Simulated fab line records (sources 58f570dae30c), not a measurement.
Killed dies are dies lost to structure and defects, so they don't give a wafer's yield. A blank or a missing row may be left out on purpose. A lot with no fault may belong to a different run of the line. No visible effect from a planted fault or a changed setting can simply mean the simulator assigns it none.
2 desks looking at one fault -- flow berkeleyCmos170 -- numbers are kept per desk, each desk with only its own; the story behind them comes last

THE TOOL OWNER'S DESK: implanter-03
The tool's own readings at UCB170_PLDD_IMPLANT_08, given as means over the sampled wafers that have a number, one for each lot that went through this tool. Marked OUT: a lot whose mean sits more than 4 standard deviations from the usual mean, which makes it out of limits; the brackets give that distance.
Columns: A = beamOnS at UCB170_PLDD_IMPLANT_08, usual 10.02 s; B = endStationPressureTorr at UCB170_PLDD_IMPLANT_08, usual 5.13e-06 Torr; C = faradayCurrentUA at UCB170_PLDD_IMPLANT_08, usual 158; D = rotationDeg at UCB170_PLDD_IMPLANT_08, usual 0.001 degrees
lot,first seen here,A,B,C,D
L842,day 6 03:04,10.07,5.13e-06,158,-0.004
L845,day 6 13:36,10.17,5.04e-06,155,0.004
L848,day 7 09:17,10.05,5.20e-06,158,-0.018
L849,day 7 22:45,10.11,5.06e-06,157,0.026
L853,day 8 08:08,10.06,5.04e-06,158,0.000
L854,day 8 23:27,9.97,5.21e-06,159,0.024
L861,day 10 11:07,11.98 (+9.8) OUT,9.75e-05 (+99 or more) OUT,133 (-7.5) OUT,0.022
L862,day 10 19:08,12.05 (+10) OUT,9.34e-05 (+99 or more) OUT,134 (-7.4) OUT,0.003
Finding of this desk: L861, L862 out of limits; the first was L861 at day 10 11:07, on beamOnS at UCB170_PLDD_IMPLANT_08. In limits: L842, L845, L848, L849, L853, L854.

AT THE METROLOGY DESK
What the gauges read for every lot (on any tool): the sampled wafers with a number, averaged. Marked OUT: a lot whose mean sits more than 4 standard deviations from the usual mean, which makes it out of limits; the brackets give that distance.
Columns: A = FIELD_OXIDE_LEFT_1_THK at UCB170_FIELD_THK_MEAS_90, usual 446 nm; B = PVT_TW at UCB170_PVT_TW_MEAS_09, usual 514; C = PLDD_RS at UCB170_SDANNEAL_RS_MEAS_04, usual 1030 ohm/sq
lot,first seen here,A,B,C
L842,day 4 20:34,438,518,1028
L843,day 4 21:48,458,517,1030
L844,day 4 21:49,442,513,1034
L845,day 5 03:14,424,510,1033
L846,day 5 03:16,433,511,1028
L848,day 6 03:49,445,520,1028
L849,day 6 12:38,471,511,1033
L850,day 6 19:58,423,512,1030
L851,day 6 19:59,436,519,1033
L853,day 6 20:02,446,510,1028
L854,day 7 12:31,442,513,1031
L860,day 9 00:56,441,518,1029
L861,day 9 00:56,459,510,948 (-27) OUT
L862,day 9 12:53,450,511,957 (-24) OUT
This desk finds L861, L862 out of limits, with the earliest case on L861 at day 10 23:07 (PLDD_RS at UCB170_SDANNEAL_RS_MEAS_04). In limits: L842, L843, L844, L845, L846, L848, L849, L850, L851, L853, L854, L860.

BROUGHT TOGETHER
An alarm could have come from the tool owner's desk at day 10 11:07, on L861, L862.
At day 10 23:07 the metrology desk could have sounded an alarm, on L861, L862.
All the named lots went through UCB170_PLDD_IMPLANT_08 on implanter-03.

WHAT THE SIMULATOR HAD PUT IN
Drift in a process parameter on implanter-03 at UCB170_PLDD_IMPLANT_08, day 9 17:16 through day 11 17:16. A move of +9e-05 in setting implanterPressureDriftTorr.
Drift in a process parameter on implanter-03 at UCB170_PLDD_IMPLANT_08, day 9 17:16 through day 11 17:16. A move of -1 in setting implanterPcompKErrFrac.
Struck lots among those shown: L861, L862.
Time in hours from fault onset to the first out-of-limits reading at each desk: tool owner's desk 18, metrology desk 30.
